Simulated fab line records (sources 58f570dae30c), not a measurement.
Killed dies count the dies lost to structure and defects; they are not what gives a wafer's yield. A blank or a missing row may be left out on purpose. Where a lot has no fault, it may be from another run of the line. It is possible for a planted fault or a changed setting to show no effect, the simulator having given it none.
fab line records	flow berkeleyCmos170
record: lots: 15	wafers: 45	lastDay: 13
route steps=331 shown NWELL@19 PWELL@50 ACTIVE@66
lots that met no fault: taken from a fault-free run of the same line
startH: start of the lot's first displayed wafer, in hours after the record's first day	waitH: time in hours since the lot's previous step	" identical to the entry in the row above	L1.1+2: several wafers, shown together as one row	- either no value or no given start	* or withheld: withheld	< > ~ a bound
route shown NAME@n: names a module that has steps shown in the file, with the first one's number in the route	usual: mean/standard deviation of fault-free wafers	same: alike in all rows	chamber/n: place in a boat	sites: each site's reading	_std_site: the standard deviation of these	_edge_site: the outer-site mean with the inner-site mean subtracted	radiusMm: how far each site lies from the wafer's centre	mask NAME#n: copy n	behind: the most recent tool/chamber to have shaped the wafer	hold: the reason the lot was held/the length of the hold in hours/how it ended	device: transistor that didn't switch, given as n, p or np	end of line: tests run on the same wafers once the route is complete	a step without rows: its recipe alone	killed: count of dies lost to structure and defects at first sort (not the wafer's yield)	map: a wafer's dies, marking killed ones x, the rest . and places with no die _
set.NAME: the setting the step ran with; set.NAME@STEP: the setting that earlier step ran with	model.NAME: the simulator's own value behind a step, which no gauge read
one table for each step of the route and one row for each wafer, over a sample of lots
services: the hour from which a tool's chamber was out of use, counted from the record's first day as startH (under 0 if before that day), plus the number of hours and why
== steps ==
step: UCB170_NWELL_THK_MEAS_05
recipe: reads: Si3N4_of_NWELL_CVD_04
usual: NWELL_NITRIDE_THK: 224.2/2.1
lot.wafer	tool	chamber	startH	waitH	NWELL_NITRIDE_THK[nm]
L190.1	filmMetro-04	-	34.19	0.0	224.4
L190.3	"	-	"	"	223.1
L190.4	"	-	"	"	223.9
L191.2	filmMetro-04	-	46.37	0.0	221.3
L191.4	"	-	"	"	221.6
L191.5	"	-	"	"	224.7
L192.1	filmMetro-02	-	51.65	0.0	222.6
L192.4	"	-	"	"	223.3
L192.5	"	-	"	"	221.8
L193.3	filmMetro-01	-	51.67	0.0	226.8
L193.5	"	-	"	"	224.8
L193.6	"	-	"	"	224.4
L194.2	filmMetro-02	-	60.01	0.0	224.1
L194.3	"	-	"	"	225.0
L194.6	"	-	"	"	225.9
L195.3	filmMetro-01	-	68.66	0.1	226.7
L195.4	"	-	"	"	228.3
L195.5	"	-	"	"	224.7
L197.1	filmMetro-02	-	74.84	0.0	223.7
L197.2	"	-	"	"	224.7
L197.3	"	-	"	"	224.4
L198.2	filmMetro-01	-	81.32	0.0	227.9
L198.4	"	-	"	"	227.3
L198.5	"	-	"	"	228.5
L199.1	filmMetro-04	-	91.53	0.0	227.4
L199.4	"	-	"	"	226.9
L199.5	"	-	"	"	226.9
L200.2	filmMetro-01	-	91.54	0.0	220.1
L200.4	"	-	"	"	221.0
L200.6	"	-	"	"	222.6
L207.4	filmMetro-01	-	119.76	0.0	224.9
L207.5	"	-	"	"	224.7
L207.6	"	-	"	"	227.0
L208.1	filmMetro-01	-	130.47	0.0	221.5
L208.3	"	-	"	"	221.6
L208.4	"	-	"	"	220.4
L209.1	filmMetro-01	-	137.40	0.0	222.1
L209.3	"	-	"	"	221.6
L209.5	"	-	"	"	224.0
L210.1	filmMetro-01	-	137.46	0.1	224.4
L210.4	"	-	"	"	223.8
L210.6	"	-	"	"	221.8
L212.3	filmMetro-01	-	150.96	0.0	223.4
L212.5	"	-	"	"	223.1
L212.6	"	-	"	"	221.8
step: UCB170_NWELL_TW_MEAS_16
usual: NWELL_TW: 1254/4.9
lot.wafer	tool	chamber	startH	waitH	NWELL_TW
L190.1	filmMetro-02	-	36.49	0.1	1250
L190.3	"	-	"	"	1260
L190.4	"	-	"	"	1261
L191.2	filmMetro-04	-	47.78	0.1	1259
L191.4	"	-	"	"	1247
L191.5	"	-	"	"	1247
L192.1	filmMetro-01	-	54.11	0.1	1251
L192.4	"	-	"	"	1256
L192.5	"	-	"	"	1255
L193.3	filmMetro-01	-	54.37	0.1	1260
L193.5	"	-	"	"	1249
L193.6	"	-	"	"	1254
L194.2	filmMetro-01	-	62.28	0.1	1250
L194.3	"	-	"	"	1258
L194.6	"	-	"	"	1253
L195.3	filmMetro-04	-	70.77	0.1	1255
L195.4	"	-	"	"	1255
L195.5	"	-	"	"	1252
L197.1	filmMetro-02	-	76.26	0.1	1258
L197.2	"	-	"	"	1267
L197.3	"	-	"	"	1258
L198.2	filmMetro-01	-	82.61	0.1	1257
L198.4	"	-	"	"	1260
L198.5	"	-	"	"	1257
L200.2	filmMetro-04	-	93.02	0.1	1257
L200.4	"	-	"	"	1250
L200.6	"	-	"	"	1250
L199.1	filmMetro-01	-	93.29	0.1	1254
L199.4	"	-	"	"	1251
L199.5	"	-	"	"	1254
L207.4	filmMetro-02	-	121.79	0.1	1255
L207.5	"	-	"	"	1256
L207.6	"	-	"	"	1255
L208.1	filmMetro-01	-	131.76	0.1	1257
L208.3	"	-	"	"	1257
L208.4	"	-	"	"	1260
L209.1	filmMetro-04	-	139.87	0.1	1252
L209.3	"	-	"	"	1253
L209.5	"	-	"	"	1252
L210.1	filmMetro-01	-	140.29	0.1	1259
L210.4	"	-	"	"	1255
L210.6	"	-	"	"	1253
L212.3	filmMetro-01	-	152.41	0.1	1244
L212.5	"	-	"	"	1249
L212.6	"	-	"	"	1252
step: UCB170_PWELL_STRIP_16
recipe: chemistry: O2	powerW: 400	pressureMtorr: 3500	platenTempC: withheld	o2FlowSccm: 400	overashFraction: 0.5
usual: chamberPressureMTorr: 3500/3.2	drypumpMotorCurrentA: 5.57/0.3	oesProductAu: 0.720/0.0052	stripTimeToEndpointS: 18.07/0.083
lot.wafer	tool	chamber	startH	waitH	chamberPressureMTorr	drypumpMotorCurrentA	oesProductAu	rfHoursCounterH	stripTimeToEndpointS
L190.1	plasmaAsher-04	0	54.95	0.1	3498	5.24	0.718	24	18.02
L190.3	"	1	"	"	3493	5.46	0.716	-	18.03
L190.4	"	0	"	"	3504	5.27	0.712	-	17.91
L191.2	plasmaAsher-01	1	65.88	0.1	3493	5.59	0.715	36	18.02
L191.4	"	1	"	"	3497	5.53	0.717	-	18.06
L191.5	"	0	"	"	3499	6.09	0.730	-	17.92
L192.1	plasmaAsher-03	1	72.89	0.1	3502	5.85	0.718	36	18.02
L192.4	"	1	"	"	3495	5.82	0.715	-	17.99
L192.5	"	0	"	"	3499	5.27	0.719	-	18.17
L193.3	plasmaAsher-04	0	73.03	0.1	3502	5.24	0.714	-	17.92
L193.5	"	0	"	"	3501	5.26	0.723	-	18.01
L193.6	"	1	"	"	3503	5.46	0.717	-	17.98
L194.2	plasmaAsher-01	1	85.50	0.1	3501	5.57	0.724	38	18.27
L194.3	"	1	"	"	3497	5.55	0.716	-	18.17
L194.6	"	0	"	"	3501	6.07	0.720	-	18.22
L197.1	plasmaAsher-03	0	95.14	0.1	3500	5.29	0.723	38	18.11
L197.2	"	1	"	"	3504	5.85	0.724	38	18.07
L197.3	"	0	"	"	3505	5.28	0.722	-	18.14
L195.3	plasmaAsher-04	1	95.50	0.1	-	-	-	-	-
L195.4	"	0	"	"	-	-	-	-	-
L195.5	"	0	"	"	-	-	-	-	-
L198.2	plasmaAsher-03	1	105.32	0.1	-	-	-	-	-
L198.4	"	1	"	"	-	-	-	-	-
L198.5	"	0	"	"	-	-	-	-	-
L200.2	plasmaAsher-01	0	113.74	0.1	-	-	-	-	-
L200.4	"	0	"	"	-	-	-	-	-
L200.6	"	1	"	"	-	-	-	-	-
L199.1	plasmaAsher-04	0	113.85	0.1	3497	5.24	0.712	31	18.17
L199.4	"	1	"	"	3502	5.46	0.715	-	18.04
L199.5	"	1	"	"	3503	5.45	0.719	-	18.15
L207.4	plasmaAsher-03	0	142.83	0.1	3503	5.27	0.714	-	18.04
L207.5	"	1	"	"	3506	5.83	0.710	-	18.10
L207.6	"	0	"	"	3502	5.31	0.725	-	18.00
L208.1	plasmaAsher-04	0	150.56	0.1	3500	5.26	0.722	35	18.01
L208.3	"	0	"	"	3500	5.27	0.720	-	18.07
L208.4	"	1	"	"	3499	5.46	0.724	-	17.87
L209.1	plasmaAsher-01	0	162.01	0.1	3495	6.10	0.718	47	18.01
L209.3	"	0	"	"	3500	6.09	0.722	-	18.10
L209.5	"	1	"	"	3503	5.56	0.727	-	17.99
L210.1	plasmaAsher-04	1	162.31	0.1	3500	5.42	0.720	36	18.21
L210.4	"	0	"	"	3497	5.27	0.711	-	18.12
L210.6	"	1	"	"	3495	5.45	0.720	-	18.00
L212.3	plasmaAsher-03	1	172.34	0.1	3500	5.85	0.718	-	18.04
L212.5	"	0	"	"	3500	5.30	0.719	-	18.04
L212.6	"	1	"	"	3502	5.83	0.720	-	18.04
step: UCB170_ACTIVE_THK_MEAS_06
recipe: reads: Si3N4_of_ACTIVE_CVD_05
usual: ACTIVE_NITRIDE_THK: 220.7/1.8
lot.wafer	tool	chamber	startH	waitH	ACTIVE_NITRIDE_THK[nm]
L190.1	filmMetro-04	-	95.64	0.0	221.2
L190.3	"	-	"	"	221.2
L190.4	"	-	"	"	219.8
L191.2	filmMetro-03	-	104.79	0.0	221.8
L191.4	"	-	"	"	219.0
L191.5	"	-	"	"	219.7
L192.1	filmMetro-03	-	111.54	0.0	221.2
L192.4	"	-	"	"	222.5
L192.5	"	-	"	"	220.6
L193.3	filmMetro-04	-	111.56	0.0	216.8
L193.5	"	-	"	"	217.3
L193.6	"	-	"	"	219.5
L194.2	filmMetro-04	-	121.06	0.0	219.4
L194.3	"	-	"	"	218.3
L194.6	"	-	"	"	218.7
L197.1	filmMetro-03	-	129.20	0.0	217.5
L197.2	"	-	"	"	220.9
L197.3	"	-	"	"	219.6
L199.1	filmMetro-03	-	143.29	0.0	223.3
L199.4	"	-	"	"	223.5
L199.5	"	-	"	"	222.1
L207.4	filmMetro-04	-	175.96	0.0	221.1
L207.5	"	-	"	"	223.1
L207.6	"	-	"	"	222.9
L208.1	filmMetro-04	-	185.47	0.0	221.8
L208.3	"	-	"	"	222.5
L208.4	"	-	"	"	222.8
L209.1	filmMetro-02	-	194.08	0.0	222.8
L209.3	"	-	"	"	220.8
L209.5	"	-	"	"	223.5
L210.1	filmMetro-04	-	194.08	0.0	222.1
L210.4	"	-	"	"	219.8
L210.6	"	-	"	"	218.8
L212.3	filmMetro-04	-	204.00	0.1	220.2
L212.5	"	-	"	"	220.6
L212.6	"	-	"	"	221.9
== services ==
tool	chamber	startH	hours	kind
plasmaAsher-03	-	108.75	9.0	pm
plasmaAsher-03	0	108.75	9.0	ventCycle
plasmaAsher-03	1	108.75	9.0	ventCycle
plasmaAsher-04	-	114.70	2.0	repair
plasmaAsher-03	0	117.75	-	clean
plasmaAsher-03	1	117.75	-	clean
plasmaAsher-03	-	144.94	14.2	repair
== key ==
firstSign: step: UCB170_PWELL_STRIP_16	reading: toolRecord	direction: missing
effect none on later readings
metAt UCB170_PWELL_STRIP_16
struckLots L195,L198,L200
laterRowsLeftOut L195.3,L195.4,L195.5,L198.2,L198.4,L198.5,L200.2,L200.4,L200.6
sortLeftOut L195.3,L195.4,L195.5,L198.2,L198.4,L198.5,L200.2,L200.4,L200.6
testerLeftOut L195,L198,L200
notActingAt UCB170_NWELL_THK_MEAS_05,UCB170_NWELL_TW_MEAS_16,UCB170_ACTIVE_THK_MEAS_06
onsetBetween 95.14 95.50
fault: kind: skippedStepWhole	tool: plasmaAsher-01,plasmaAsher-03,plasmaAsher-04	chamber: -	onsetH: 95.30	steps: UCB170_PWELL_STRIP_16	scope: struckLotsOnly
testerLeftOut: of these lots the tester's yield and bins aren't shown, on N5 and GAA mostly nor the transistor test; their killed dies are dies lost to structure and defects alone, not to doping, threshold or leakage, so they don't give the yield
sortLeftOut: the simulated sort isn't trusted on such a fault, so these wafers' sort isn't shown, and their yield isn't known
laterRowsLeftOut: the simulator's readings of these wafers behind a module that went badly wrong aren't trusted and aren't shown, but for the sort
